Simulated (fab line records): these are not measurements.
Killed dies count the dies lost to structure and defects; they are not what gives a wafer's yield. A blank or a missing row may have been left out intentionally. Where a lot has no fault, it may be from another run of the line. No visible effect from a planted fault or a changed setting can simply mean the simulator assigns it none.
Which of the tools did it? | flow berkeley_cmos170 | 21 wafers sampled from 7 lots at 1 step of a route of 331

## WHAT EACH GAUGE READ, for each wafer
UCB170_SDANNEAL_RS_MEAS_02: measurement is done with a four-point probe.
lot  | measured     | on            | PSD_RS (ohm/sq)
L236 | day 6 14:30  | film_metro-01 | 75.7 75.5 75.4
L237 | day 7 05:07  | film_metro-02 | 75.4 75.5 75.5
L240 | day 7 05:32  | film_metro-01 | 75.3 75.4 75.5
L242 | day 8 14:47  | film_metro-02 | 75.1 75.2 75.2
L247 | day 8 23:34  | film_metro-03 | 75.8 75.8 75.6
L253 | day 10 22:46 | film_metro-03 | 75.4 75.4 75.2
L256 | day 11 08:09 | film_metro-03 | 75.6 75.8 75.6

## TOOL THAT RAN EACH LOT (tool first, then ch and the chambers of the sampled wafers, then the start)
The record shows no process step preceding these readings.

## THE ANSWER, worked out from the rows above alone
Rule: what is usual is taken from the lots themselves. The widest of any qualifying gaps counts: lots, ordered by their means at a reading, are off when they make up no more than a third of the lots, leave a main group of 4 or more, and stand apart from it by 3 or more times the standard deviation of that group's means. A main group is skipped when, at the precision printed for the reading in the tables above, its means are all equal. Also off: a lot with no number at a reading for which 4 or more lots have one. Where the step has rows for the other lots, those lots are counted as sound.
Nothing can be told from this: no lot is off at any reading shown.

## WHAT WAS PUT IN BY THE SIMULATOR
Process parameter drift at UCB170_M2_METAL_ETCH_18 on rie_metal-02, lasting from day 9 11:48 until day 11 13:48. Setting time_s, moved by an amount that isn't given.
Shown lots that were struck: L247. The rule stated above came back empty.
